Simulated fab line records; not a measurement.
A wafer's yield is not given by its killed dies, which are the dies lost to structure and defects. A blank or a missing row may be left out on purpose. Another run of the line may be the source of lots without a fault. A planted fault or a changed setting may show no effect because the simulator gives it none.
Code-filled problem report in 8D (eight disciplines) form || flow rit cmos || the parts of the form that need people (team, actions taken, sign-off) are left out

== 1. THE PROBLEM ==
spin speed rpm at RIT_M1_COAT_04 reads a mean of 1850.7 rpm on 6 wafers of 2 lots; wafers without a fault read 2000.2 rpm with a standard deviation of 1.4. So: -99 or more standard deviations from the usual mean.
The step: resist thk 1300 nm.
Seen first at day 5 14:29 on litho track-04, wafer L965.3. The record has a number at this step for 18 wafers belonging to 6 lots. Rule for "out", or "out of limits": more than 4 standard deviations from the usual mean. Any other wafer with a number is counted as sound.

== 2. WHAT IT IS, WHAT IT ISN'T ==
{"question": "which readings at this step", "is": "spin speed rpm", "is not": "dispense pressure kPa"}
{"question": "which lots", "is": "L965, L966", "is not": "L960, L961, L964, L978"}
{"question": "which wafers of those lots", "is": "all that have a number", "is not": "-"}
{"question": "read on which tools", "is": "litho track-04", "is not": "litho track-02, litho track-03"}
{"question": "when", "is": "from day 5 14:29", "is not": "up to then (9 sound wafers); but 3 sound wafers of L978 came after"}

== 3. THE SUSPECTS, EACH WITH WHAT RULES IT OUT ==
Counting: a tool stays on the suspect list if, at a process step up to the reading, it processed all lots that are out and no sound lot following the first of them.
- rie diel-01 at RIT_CONTACT_ETCH_11 (etches SiO2 in CHF3/CF4/Ar, stops on TiSi2, target depth 480 nm, time 320 s): kept. It processed each lot that is out, first L965 at day 5 12:58, and no sound lot thereafter; up to then, the last sound lot it processed was L961 at day 4 13:30.
- plasma asher-04 at RIT_CONTACT_STRIP_12 (strips in O2, time 180 s): kept. It processed each lot that is out, first L965 at day 5 13:14, and no sound lot thereafter; up to then, the last sound lot it processed was L960 at day 4 11:54.
- litho track-04 at RIT_M1_COAT_04 (resist thk 1300 nm): kept. It ran every lot that is out, first L965 (day 5 14:29), and no sound lot after that. Its own readings are out on those wafers: spin speed rpm.
The count leaves rie diel-01 at RIT_CONTACT_ETCH_11, plasma asher-04 at RIT_CONTACT_STRIP_12, and litho track-04 at RIT_M1_COAT_04.

== 4. THE CAUSE (what the simulator had put in) ==
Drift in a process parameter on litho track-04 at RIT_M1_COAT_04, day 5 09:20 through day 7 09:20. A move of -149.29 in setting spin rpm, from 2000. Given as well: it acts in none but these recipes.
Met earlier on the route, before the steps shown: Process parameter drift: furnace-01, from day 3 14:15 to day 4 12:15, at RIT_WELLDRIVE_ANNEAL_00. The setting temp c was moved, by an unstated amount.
3 suspects survive the count, and this tool is in that group.

== 5. SEQUENCE OF EFFECTS, ordered by route ==
Rows list readings where the struck wafers' mean (over those with a number) sits beyond 3 standard deviations from the usual. Only readings whose record carries a usual standard deviation are examined. hours: median over the lots of the time between each lot's start at the first step of this table that gives one and its start at this step. sigmas: the change, counted in usual standard deviations.
{"hours": 0, "step": "RIT_M1_COAT_04", "reading": "spin speed rpm", "usual": "2000.2 rpm", "on struck wafers": 1850.7, "change": -149.5, "sigmas": "-99 or more"}
{"hours": 1, "step": "RIT_M1_CD_MEAS_09", "reading": "cd nm", "usual": "2600.1 nm", "on struck wafers": 2607.0, "change": "+6.9", "sigmas": "+3.0"}
Here are the process steps it includes:
- RIT_M1_COAT_04: resist thk 1300 nm.
Later steps that measure or inspect, where all struck wafers having a row at the step show a number for every such reading and not one has moved that far: RIT_M1_OVL_MEAS_10.

== 6. WHAT WOULD HAVE CAUGHT IT SOONER ==
First out-of-limits reading in this record: day 5 14:29, which is 5 hours after fault onset at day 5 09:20.
